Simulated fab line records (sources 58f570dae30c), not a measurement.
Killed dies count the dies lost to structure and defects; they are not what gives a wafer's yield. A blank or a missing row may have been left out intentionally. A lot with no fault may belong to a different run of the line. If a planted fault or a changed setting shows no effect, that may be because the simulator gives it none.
Which tool did it? / flow berkeley-cmos170 / 24 lots, 72 wafers sampled, at 5 steps of a route of 331

== WHAT THE GAUGES SHOWED, per wafer ==
UCB170_START_BOW_MEAS_00. Usual: INCOMING_BOW typically reads 1 um, with standard deviation 6.4.
lot=L074; measured=day 1 10:02; on=film-metro-03; INCOMING_BOW (um)=8 3 1; flag=
lot=L075; measured=day 1 15:00; on=film-metro-04; INCOMING_BOW (um)=2 10 6; flag=
lot=L076; measured=day 1 20:00; on=film-metro-04; INCOMING_BOW (um)=-1 1 -7; flag=
lot=L077; measured=day 2 01:00; on=film-metro-02; INCOMING_BOW (um)=-4 -1 0; flag=
lot=L078; measured=day 2 06:02; on=film-metro-03; INCOMING_BOW (um)=-5 1 2; flag=
lot=L079; measured=day 2 11:02; on=film-metro-03; INCOMING_BOW (um)=4 -8 4; flag=
lot=L080; measured=day 2 16:00; on=film-metro-04; INCOMING_BOW (um)=-3 -8 -4; flag=
lot=L081; measured=day 2 21:02; on=film-metro-04; INCOMING_BOW (um)=-4 6 1; flag=
lot=L082; measured=day 3 02:01; on=film-metro-04; INCOMING_BOW (um)=-4 6 -2; flag=
lot=L083; measured=day 3 07:01; on=film-metro-02; INCOMING_BOW (um)=-8 4 -3; flag=
lot=L084; measured=day 3 12:00; on=film-metro-03; INCOMING_BOW (um)=-11 14 4; flag=
lot=L085; measured=day 3 17:04; on=film-metro-04; INCOMING_BOW (um)=7 -6 -7; flag=
lot=L086; measured=day 3 22:00; on=film-metro-04; INCOMING_BOW (um)=-1 2 -8; flag=
lot=L087; measured=day 4 03:01; on=film-metro-03; INCOMING_BOW (um)=-1 -3 3; flag=
lot=L088; measured=day 4 08:01; on=film-metro-02; INCOMING_BOW (um)=-2 -5 3; flag=
lot=L089; measured=day 4 13:01; on=film-metro-02; INCOMING_BOW (um)=4 12 1; flag=
lot=L090; measured=day 4 18:01; on=film-metro-02; INCOMING_BOW (um)=-11 14 3; flag=
lot=L091; measured=day 4 23:02; on=film-metro-02; INCOMING_BOW (um)=7 0 1; flag=
lot=L092; measured=day 5 04:00; on=film-metro-04; INCOMING_BOW (um)=-1 7 -5; flag=
lot=L093; measured=day 5 09:00; on=film-metro-02; INCOMING_BOW (um)=5 2 -7; flag=
lot=L094; measured=day 5 14:00; on=film-metro-04; INCOMING_BOW (um)=1 -12 -14; flag=
lot=L095; measured=day 5 19:01; on=film-metro-02; INCOMING_BOW (um)=-4 3 -10; flag=
lot=L096; measured=day 6 00:02; on=film-metro-04; INCOMING_BOW (um)=12 -2 -3; flag=
lot=L097; measured=day 6 05:01; on=film-metro-04; INCOMING_BOW (um)=9 4 4; flag=

UCB170_M1_THK_MEAS_02: measures by xrf. Usual: M1_AL_THK typically reads 602 nm, with standard deviation 6.5.
lot=L074; measured=day 8 05:19; on=film-metro-03; M1_AL_THK (nm)=610 615 612; flag=
lot=L075; measured=day 9 05:36; on=film-metro-04; M1_AL_THK (nm)=607 605 606; flag=
lot=L076; measured=day 9 05:55; on=film-metro-03; M1_AL_THK (nm)=608 604 602; flag=
lot=L077; measured=day 9 03:51; on=film-metro-02; M1_AL_THK (nm)=598 599 598; flag=
lot=L078; measured=day 9 14:43; on=film-metro-04; M1_AL_THK (nm)=599 599 596; flag=
lot=L079; measured=day 9 17:09; on=film-metro-02; M1_AL_THK (nm)=599 592 600; flag=
lot=L080; measured=day 9 15:17; on=film-metro-02; M1_AL_THK (nm)=583 590 585; flag=
lot=L081; measured=day 9 17:28; on=film-metro-03; M1_AL_THK (nm)=600 600 603; flag=
lot=L082; measured=day 10 12:51; on=film-metro-03; M1_AL_THK (nm)=606 604 605; flag=
lot=L083; measured=day 10 15:05; on=film-metro-04; M1_AL_THK (nm)=596 593 593; flag=
lot=L084; measured=day 10 15:16; on=film-metro-03; M1_AL_THK (nm)=606 606 609; flag=
lot=L085; measured=day 10 14:53; on=film-metro-03; M1_AL_THK (nm)=606 602 603; flag=
lot=L086; measured=day 10 16:53; on=film-metro-02; M1_AL_THK (nm)=596 593 594; flag=
lot=L087; measured=day 11 15:32; on=film-metro-04; M1_AL_THK (nm)=600 602 601; flag=
lot=L088; measured=day 11 16:29; on=film-metro-03; M1_AL_THK (nm)=611 606 612; flag=
lot=L089; measured=day 11 23:03; on=film-metro-04; M1_AL_THK (nm)=616 612 606; flag=
lot=L090; measured=day 11 23:21; on=film-metro-04; M1_AL_THK (nm)=605 600 598; flag=
lot=L091; measured=day 12 10:47; on=film-metro-02; M1_AL_THK (nm)=604 599 604; flag=
lot=L092; measured=day 12 07:42; on=film-metro-03; M1_AL_THK (nm)=607 613 599; flag=
lot=L093; measured=day 12 08:29; on=film-metro-04; M1_AL_THK (nm)=596 596 594; flag=
lot=L094; measured=day 12 20:23; on=film-metro-04; M1_AL_THK (nm)=601 599 607; flag=
lot=L095; measured=day 12 20:02; on=film-metro-04; M1_AL_THK (nm)=598 608 605; flag=
lot=L096; measured=day 13 10:02; on=film-metro-04; M1_AL_THK (nm)=604 598 601; flag=
lot=L097; measured=day 13 14:00; on=film-metro-04; M1_AL_THK (nm)=592 597 601; flag=

UCB170_V1_CD_MEAS_12 targets a cd of 700 nm. Usual: cd-nm reads 699.5 nm (standard deviation 1.7).
lot=L074; measured=day 8 10:26; on=cd-sem-02; cd-nm (nm)=699.5 699.7 698.9; flag=
lot=L075; measured=day 9 10:30; on=cd-sem-02; cd-nm (nm)=700.1 699.4 700.2; flag=
lot=L076; measured=day 9 11:44; on=cd-sem-02; cd-nm (nm)=698.8 698.4 698.0; flag=
lot=L077; measured=day 9 08:29; on=cd-sem-02; cd-nm (nm)=702.2 703.1 701.9; flag=
lot=L078; measured=day 9 22:43; on=cd-sem-02; cd-nm (nm)=697.2 698.5 698.1; flag=
lot=L079; measured=day 9 23:31; on=cd-sem-02; cd-nm (nm)=699.5 699.8 699.1; flag=
lot=L080; measured=day 9 23:21; on=cd-sem-02; cd-nm (nm)=698.0 696.4 696.6; flag=
lot=L081; measured=day 9 23:38; on=cd-sem-02; cd-nm (nm)=700.5 699.8 700.7; flag=
lot=L082; measured=day 10 18:06; on=cd-sem-02; cd-nm (nm)=698.3 700.5 699.0; flag=
lot=L083; measured=day 10 21:37; on=cd-sem-02; cd-nm (nm)=698.6 697.4 696.3; flag=
lot=L084; measured=day 10 22:29; on=cd-sem-02; cd-nm (nm)=698.6 696.4 697.0; flag=
lot=L085; measured=day 10 21:04; on=cd-sem-01; cd-nm (nm)=698.4 696.6 696.6; flag=
lot=L086; measured=day 10 23:13; on=cd-sem-01; cd-nm (nm)=700.2 699.9 699.1; flag=
lot=L087; measured=day 11 21:44; on=cd-sem-02; cd-nm (nm)=697.9 697.6 698.0; flag=
lot=L088; measured=day 11 22:06; on=cd-sem-02; cd-nm (nm)=701.6 701.1 701.2; flag=
lot=L089; measured=day 12 05:44; on=cd-sem-02; cd-nm (nm)=697.9 699.9 698.3; flag=
lot=L090; measured=day 12 06:09; on=cd-sem-01; cd-nm (nm)=703.3 701.8 701.5; flag=
lot=L091; measured=day 12 18:52; on=cd-sem-02; cd-nm (nm)=697.9 698.0 698.4; flag=
lot=L092; measured=day 12 12:56; on=cd-sem-01; cd-nm (nm)=698.9 697.0 696.6; flag=
lot=L093; measured=day 12 13:59; on=cd-sem-02; cd-nm (nm)=701.2 700.0 698.9; flag=
lot=L094; measured=day 13 03:31; on=cd-sem-02; cd-nm (nm)=702.6 701.4 702.2; flag=
lot=L095; measured=day 13 03:16; on=cd-sem-01; cd-nm (nm)=701.6 700.2 700.5; flag=
lot=L096; measured=day 13 14:41; on=cd-sem-01; cd-nm (nm)=701.6 700.2 701.9; flag=
lot=L097; measured=day 13 19:02; on=cd-sem-01; cd-nm (nm)=700.5 702.4 700.9; flag=

UCB170_V1_CD_MEAS_90 targets a cd of 700 nm. Usual: cd-nm reads 699.4 nm (standard deviation 1.7).
lot=L074; measured=day 8 10:53; on=cd-sem-02; cd-nm (nm)=699.3 699.8 698.9; flag=
lot=L075; measured=day 9 10:58; on=cd-sem-02; cd-nm (nm)=699.0 699.1 700.2; flag=
lot=L076; measured=day 9 12:10; on=cd-sem-02; cd-nm (nm)=698.6 698.4 698.1; flag=
lot=L077; measured=day 9 08:56; on=cd-sem-02; cd-nm (nm)=702.3 703.7 701.8; flag=
lot=L078; measured=day 9 23:09; on=cd-sem-02; cd-nm (nm)=696.7 698.1 697.7; flag=
lot=L079; measured=day 9 23:56; on=cd-sem-02; cd-nm (nm)=700.1 700.1 699.2; flag=
lot=L080; measured=day 9 23:47; on=cd-sem-02; cd-nm (nm)=697.6 695.4 696.0; flag=
lot=L081; measured=day 10 00:04; on=cd-sem-02; cd-nm (nm)=700.1 700.6 701.1; flag=
lot=L082; measured=day 10 18:32; on=cd-sem-02; cd-nm (nm)=697.9 700.1 699.6; flag=
lot=L083; measured=day 10 22:04; on=cd-sem-02; cd-nm (nm)=699.6 698.0 697.6; flag=
lot=L084; measured=day 10 22:55; on=cd-sem-02; cd-nm (nm)=698.5 696.0 696.5; flag=
lot=L085; measured=day 10 21:30; on=cd-sem-01; cd-nm (nm)=698.5 696.8 696.6; flag=
lot=L086; measured=day 10 23:39; on=cd-sem-01; cd-nm (nm)=700.2 700.9 698.6; flag=
lot=L087; measured=day 11 22:13; on=cd-sem-02; cd-nm (nm)=697.0 697.9 698.4; flag=
lot=L088; measured=day 11 22:32; on=cd-sem-01; cd-nm (nm)=701.2 700.4 701.0; flag=
lot=L089; measured=day 12 06:10; on=cd-sem-02; cd-nm (nm)=698.1 699.5 698.7; flag=
lot=L090; measured=day 12 06:35; on=cd-sem-02; cd-nm (nm)=703.1 702.0 700.7; flag=
lot=L091; measured=day 12 19:23; on=cd-sem-01; cd-nm (nm)=697.9 697.9 698.9; flag=
lot=L092; measured=day 12 13:22; on=cd-sem-01; cd-nm (nm)=699.4 696.8 696.5; flag=
lot=L093; measured=day 12 14:26; on=cd-sem-02; cd-nm (nm)=701.0 699.7 698.4; flag=
lot=L094; measured=day 13 03:58; on=cd-sem-01; cd-nm (nm)=701.9 702.1 702.0; flag=
lot=L095; measured=day 13 03:42; on=cd-sem-02; cd-nm (nm)=700.2 698.5 699.7; flag=
lot=L096; measured=day 13 15:07; on=cd-sem-02; cd-nm (nm)=701.2 700.0 700.9; flag=
lot=L097; measured=day 13 19:29; on=cd-sem-02; cd-nm (nm)=699.9 702.6 702.0; flag=

== EACH LOT AND THE TOOL THAT RAN IT (in order: tool; ch and the chambers of the sampled wafers; start) ==
lot=L074; UCB170_ACTIVE_ETCH_15=rie-diel-02 ch 0,1,3, day 4 20:00
lot=L075; UCB170_ACTIVE_ETCH_15=rie-diel-02 ch 0,1, day 5 12:21
lot=L076; UCB170_ACTIVE_ETCH_15=rie-diel-04 ch 1,2,3, day 5 13:00
lot=L077; UCB170_ACTIVE_ETCH_15=rie-diel-03 ch 0,2,3, day 5 12:07
lot=L078; UCB170_ACTIVE_ETCH_15=rie-diel-03 ch 1,2,3, day 6 01:04
lot=L079; UCB170_ACTIVE_ETCH_15=rie-diel-02 ch 0,1, day 6 01:18
lot=L080; UCB170_ACTIVE_ETCH_15=rie-diel-03 ch 1,2,3, day 6 07:59
lot=L081; UCB170_ACTIVE_ETCH_15=rie-diel-02 ch 2,3, day 6 08:16
lot=L082; UCB170_ACTIVE_ETCH_15=rie-diel-02 ch 2,3, day 6 16:11
lot=L083; UCB170_ACTIVE_ETCH_15=rie-diel-03 ch 1,2, day 6 21:32
lot=L084; UCB170_ACTIVE_ETCH_15=rie-diel-02 ch 0,2, day 6 21:46
lot=L085; UCB170_ACTIVE_ETCH_15=rie-diel-04 ch 0,1, day 7 06:39
lot=L086; UCB170_ACTIVE_ETCH_15=rie-diel-02 ch 0,2, day 7 07:28
lot=L087; UCB170_ACTIVE_ETCH_15=rie-diel-02 ch 1,2,3, day 7 18:50
lot=L088; UCB170_ACTIVE_ETCH_15=rie-diel-03 ch 1,2,3, day 7 19:04
lot=L089; UCB170_ACTIVE_ETCH_15=rie-diel-02 ch 0,2,3, day 8 11:37
lot=L090; UCB170_ACTIVE_ETCH_15=rie-diel-03 ch 1,3, day 8 11:22
lot=L091; UCB170_ACTIVE_ETCH_15=rie-diel-03 ch 1,2,3, day 8 18:07
lot=L092; UCB170_ACTIVE_ETCH_15=rie-diel-03 ch 1,2,3, day 9 01:07
lot=L093; UCB170_ACTIVE_ETCH_15=rie-diel-02 ch 0,1, day 9 01:21
lot=L094; UCB170_ACTIVE_ETCH_15=rie-diel-04 ch 0,2,3, day 9 10:47
lot=L095; UCB170_ACTIVE_ETCH_15=rie-diel-03 ch 1,2, day 9 11:00
lot=L096; UCB170_ACTIVE_ETCH_15=rie-diel-02 ch 1,2,3, day 10 01:04
lot=L097; UCB170_ACTIVE_ETCH_15=rie-diel-04 ch 0,1, day 10 00:47
- UCB170_ACTIVE_ETCH_15: etches Si3N4 in CH3F/Ar/O2, stops on SiO2, target depth 242 nm, time 151 s.

== AS READ BY THE TOOLS THEMSELVES (means over the sampled wafers that have a number; for cases with no such wafer, the mark the record gives instead) ==
UCB170_ACTIVE_ETCH_15. Usual: CH3F_flow_sccm 19.99 sccm, standard deviation 0.059; drypump-motor-current-A 5.9 A, standard deviation 0.57; oes-product-au 0.954 a.u., standard deviation 0.017; throttle-valve-pct 7.98 %, standard deviation 0.13.
lot=L074; tool=rie-diel-02; CH3F_flow_sccm (sccm)=19.98; drypump-motor-current-A (A)=6.0; oes-product-au (a.u.)=0.958; throttle-valve-pct (%)=8.02; flag=
lot=L075; tool=rie-diel-02; CH3F_flow_sccm (sccm)=19.96; drypump-motor-current-A (A)=6.2; oes-product-au (a.u.)=0.952; throttle-valve-pct (%)=7.98; flag=
lot=L076; tool=rie-diel-04; CH3F_flow_sccm (sccm)=20.03; drypump-motor-current-A (A)=5.6; oes-product-au (a.u.)=0.950; throttle-valve-pct (%)=7.91; flag=
lot=L077; tool=rie-diel-03; CH3F_flow_sccm (sccm)=19.96; drypump-motor-current-A (A)=6.4; oes-product-au (a.u.)=0.941; throttle-valve-pct (%)=8.07; flag=
lot=L078; tool=rie-diel-03; CH3F_flow_sccm (sccm)=19.98; drypump-motor-current-A (A)=6.3; oes-product-au (a.u.)=0.941; throttle-valve-pct (%)=7.96; flag=
lot=L079; tool=rie-diel-02; CH3F_flow_sccm (sccm)=19.95; drypump-motor-current-A (A)=6.2; oes-product-au (a.u.)=0.961; throttle-valve-pct (%)=7.91; flag=
lot=L080; tool=rie-diel-03; CH3F_flow_sccm (sccm)=19.92; drypump-motor-current-A (A)=6.3; oes-product-au (a.u.)=0.940; throttle-valve-pct (%)=7.94; flag=
lot=L081; tool=rie-diel-02; CH3F_flow_sccm (sccm)=20.02; drypump-motor-current-A (A)=5.0; oes-product-au (a.u.)=0.971; throttle-valve-pct (%)=7.97; flag=
lot=L082; tool=rie-diel-02; CH3F_flow_sccm (sccm)=19.96; drypump-motor-current-A (A)=5.0; oes-product-au (a.u.)=0.972; throttle-valve-pct (%)=7.97; flag=
lot=L083; tool=rie-diel-03; CH3F_flow_sccm (sccm)=19.98; drypump-motor-current-A (A)=6.3; oes-product-au (a.u.)=0.956; throttle-valve-pct (%)=7.92; flag=
lot=L084; tool=rie-diel-02; CH3F_flow_sccm (sccm)=20.02; drypump-motor-current-A (A)=5.6; oes-product-au (a.u.)=0.972; throttle-valve-pct (%)=7.83; flag=
lot=L085; tool=rie-diel-04; CH3F_flow_sccm (sccm)=19.93; drypump-motor-current-A (A)=5.5; oes-product-au (a.u.)=0.942; throttle-valve-pct (%)=7.91; flag=
lot=L086; tool=rie-diel-02; CH3F_flow_sccm (sccm)=20.01; drypump-motor-current-A (A)=5.6; oes-product-au (a.u.)=0.978; throttle-valve-pct (%)=7.84; flag=
lot=L087; tool=rie-diel-02; CH3F_flow_sccm (sccm)=19.96; drypump-motor-current-A (A)=5.6; oes-product-au (a.u.)=0.966; throttle-valve-pct (%)=8.03; flag=
lot=L088; tool=rie-diel-03; CH3F_flow_sccm (sccm)=20.09; drypump-motor-current-A (A)=6.3; oes-product-au (a.u.)=0.940; throttle-valve-pct (%)=7.95; flag=
lot=L089; tool=rie-diel-02; CH3F_flow_sccm (sccm)=19.94; drypump-motor-current-A (A)=5.5; oes-product-au (a.u.)=0.968; throttle-valve-pct (%)=7.96; flag=
lot=L090; tool=rie-diel-03; CH3F_flow_sccm (sccm)=19.95; drypump-motor-current-A (A)=6.3; oes-product-au (a.u.)=0.938; throttle-valve-pct (%)=7.96; flag=
lot=L091; tool=rie-diel-03; CH3F_flow_sccm (sccm)=20.03; drypump-motor-current-A (A)=6.3; oes-product-au (a.u.)=0.934; throttle-valve-pct (%)=7.96; flag=
lot=L092; tool=rie-diel-03; CH3F_flow_sccm (sccm)=19.97; drypump-motor-current-A (A)=6.3; oes-product-au (a.u.)=0.949; throttle-valve-pct (%)=7.95; flag=
lot=L093; tool=rie-diel-02; CH3F_flow_sccm (sccm)=20.05; drypump-motor-current-A (A)=6.3; oes-product-au (a.u.)=0.953; throttle-valve-pct (%)=7.97; flag=
lot=L094; tool=rie-diel-04; CH3F_flow_sccm (sccm)=19.99; drypump-motor-current-A (A)=5.5; oes-product-au (a.u.)=0.940; throttle-valve-pct (%)=7.95; flag=
lot=L095; tool=rie-diel-03; CH3F_flow_sccm (sccm)=20.08; drypump-motor-current-A (A)=6.3; oes-product-au (a.u.)=0.955; throttle-valve-pct (%)=7.92; flag=
lot=L096; tool=rie-diel-02; CH3F_flow_sccm (sccm)=20.04; drypump-motor-current-A (A)=5.6; oes-product-au (a.u.)=0.973; throttle-valve-pct (%)=8.04; flag=
lot=L097; tool=rie-diel-04; CH3F_flow_sccm (sccm)=19.99; drypump-motor-current-A (A)=5.4; oes-product-au (a.u.)=0.942; throttle-valve-pct (%)=7.93; flag=

== THE ANSWER, worked out from the rows above alone ==
Rule: a lot is off if the mean of its wafers that have a number lies more than 3 standard deviations from the usual mean. A lot without any number at a reading at which 4 lots or more have one is off too. Where the step has rows for the other lots, those lots are counted as sound. The gauges are gone through in route order, then the tools' own readings, and for those a lot's mean is taken as printed above. At the first step where some lot is off, the reading lying furthest off is the one used; lots without a number count as furthest.
Across all readings shown, no lot is off: no conclusion can be drawn from this.

== WHAT WAS PUT IN BY THE SIMULATOR ==
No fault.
